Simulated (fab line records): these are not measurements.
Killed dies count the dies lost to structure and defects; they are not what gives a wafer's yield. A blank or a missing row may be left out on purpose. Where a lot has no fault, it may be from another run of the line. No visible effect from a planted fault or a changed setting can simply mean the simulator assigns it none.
One fault through the eyes of 2 desks    flow berkeleyCmos170    each desk has only its own numbers; what lay behind them comes last

== THE METROLOGY DESK ==
Lot by lot, what the gauges showed, no matter which tool ran the lot: averages of those sampled wafers that carry a number. If a lot's mean is further than 4 standard deviations from the usual mean, the lot is out of limits and carries the mark OUT (the distance appears in the brackets).
Columns: A = cdNm at UCB170_M3_CD_MEAS_15, usual 699.9 nm; B = M3_OVL at UCB170_M3_OVL_MEAS_16, usual 0 nm
lot   first seen here  A      B
L492  day 8 20:48      700.5  7
L493  day 10 05:35     700.4  4
L500  day 11 05:01     700.7  5
L499  day 11 08:22     698.7  -0
L505  day 12 04:50     699.6  5
L504  day 12 06:34     697.0  12
This desk's verdict: no lot among the 6 shows anything out of limits.

== AT THE TOOL OWNER'S DESK: rieDiel-02 ==
The tool's own readings at UCB170_M3_ETCH_17 (etches BARC in N2/H2): means of the sampled wafers that have a number, for each lot that ran on this tool. If a lot's mean is further than 4 standard deviations from the usual mean, the lot is out of limits and carries the mark OUT (the distance appears in the brackets).
Columns: A = drypumpMotorCurrentA at UCB170_M3_ETCH_17, usual 5.7 A; B = oesProductAu at UCB170_M3_ETCH_17, usual 1.00 a.u.; C = rfFwdPowerW at UCB170_M3_ETCH_17, usual 495.3 W; D = throttleValvePct at UCB170_M3_ETCH_17, usual 13.39 %
lot   first seen here  A    B                C      D
L493  day 10 05:44     5.8  0.99             494.2  13.27
L500  day 11 05:11     5.8  1.26 (+7.3) OUT  494.5  13.31
L499  day 11 08:28     5.6  1.27 (+7.5) OUT  494.4  13.22
This desk's verdict: out of limits on L499, L500, starting with L500 at day 11 05:11 (oesProductAu at UCB170_M3_ETCH_17). L493 stayed within limits.

== TAKEN TOGETHER ==
An alarm could have come from the tool owner's desk at day 11 05:11, on L499, L500.
From the metrology desk's view, nothing was out of limits.
The metrology desk has L499, L500 on record, within its limits.
On rieDiel-02, each named lot ran UCB170_M3_ETCH_17.

== WHAT WAS PUT IN BY THE SIMULATOR ==
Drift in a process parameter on rieDiel-02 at UCB170_M3_ETCH_17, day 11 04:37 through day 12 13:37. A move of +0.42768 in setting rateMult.
Struck lots among those shown: L499, L500.
How many hours passed from the start of the fault until each desk's first out-of-limits reading: the tool owner's desk, 1.
